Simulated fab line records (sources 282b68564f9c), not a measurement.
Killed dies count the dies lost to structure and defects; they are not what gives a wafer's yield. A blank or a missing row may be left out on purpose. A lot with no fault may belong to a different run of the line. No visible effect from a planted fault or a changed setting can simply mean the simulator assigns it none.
A lot that was struck, set against a sound lot || flow rit cmos || 15 out of 202 route steps
Sound: the wafers L355.1, L355.3, L355.5. The struck wafers were L372.1, L372.3. Last of all comes the cause.
Each step with rows lists, per side, the tool, then ch with its chambers, then its first start. Under that, the readings that differ: sound wafers || struck wafers || difference of the means || sigmas: that difference in standard deviations of wafers without a fault.
alike: a reading whose means differ by less than 2 such deviations, as well as words and numbers matching on both sides. not compared: withheld readings; readings where some wafer has no value; bounds like >300 that might hide an equal value; numbers whose values overlap and for which the record gives no deviation.
A row with sigmas, a row that says differs or no value, or rows on one side alone: a step with any of these is where the two part. Non-overlapping numbers with no deviation appear without sigmas and do not part them. A reading missing from all wafers of one side parts the sides only when that side holds two or more wafers.

first, 5 steps without rows for these wafers: RIT_M1_COAT_04 (resist thk 1300 nm); RIT_M1_SOFTBAKE_05 (time 60 s); RIT_M1_EXPOSE_06 (exposes mask M12, target cd 2600 nm); RIT_M1_PEB_07; RIT_M1_DEVELOP_08 (develop time 68 s).
RIT_M1_CD_MEAS_09: the cd target is 2600 nm.
  struck on cd sem-02, day 8 02:04; sound on cd sem-01, day 3 20:52
  alike: cd nm
RIT_M1_OVL_MEAS_10:
  struck on overlay-01, day 8 02:11; sound on overlay-01, day 3 20:59
  alike: M1_OVL
then, 1 step without rows for these wafers: RIT_M1_HARDBAKE_11 (time 120 s).
RIT_M1_METAL_ETCH_12: etches Al in Cl2/BCl3, stops on SiO2, time 165 s, target depth 600 nm.
  sound on rie metal-03 ch 0,1, day 3 21:16; struck on rie metal-02 ch 0, day 8 02:29
  alike: drypump motor current A, oes product au, throttle valve pct
  not compared: rf hours counter h
then, 1 step without rows for these wafers: RIT_M1_STRIP_13 (strips in nmp, time 600 s).
RIT_M1_STRIP_14: strips in O2, time 180 s.
  sound on plasma asher-01 ch 0,1, day 3 21:37; struck on plasma asher-02 ch 1, day 8 02:49
  alike: drypump motor current A, rf refl power W
  not compared: rf hours counter h
RIT_M1_CD_MEAS_90: the cd target is 2600 nm.
  struck on cd sem-02, day 8 02:59; sound on cd sem-02, day 3 21:47
  alike: cd nm
RIT_M1_ANNEAL_15: time 1800 s.
  sound on furnace-02 ch 0, day 3 21:55; struck on furnace-02 ch 0, day 8 03:07
  alike: tube_center_temp_C_max
RIT_M1_BOW_MEAS_16:
  struck on film metro-01, day 8 04:54; sound on film metro-02, day 3 23:25
{"reading": "M1_BOW (um)", "sound": "15 30 14", "struck": "- -", "difference": "no value on the struck wafers", "sigmas": ""}
  not compared: hold
RIT_M1_PROBE_99:
  struck on prober-02, day 8 07:10; sound on prober-02, day 3 23:32
{"reading": "hold", "sound": "- - -", "struck": "await dispo/2.2h/release await dispo/2.2h/release", "difference": "no value on the sound wafers", "sigmas": ""}
  alike: defect limited yield, killed at contacts, killed at front end, killed dies, killed open, killed short, sort_bin_3_pad_short, sort_bin_5_function, sort_bin_6_memory, sort n pass, sort yield pct

## WHERE THEY PART
At RIT_M1_BOW_MEAS_16 first; at RIT_M1_PROBE_99 last (within this record only).

WHY: whatever the simulator had introduced
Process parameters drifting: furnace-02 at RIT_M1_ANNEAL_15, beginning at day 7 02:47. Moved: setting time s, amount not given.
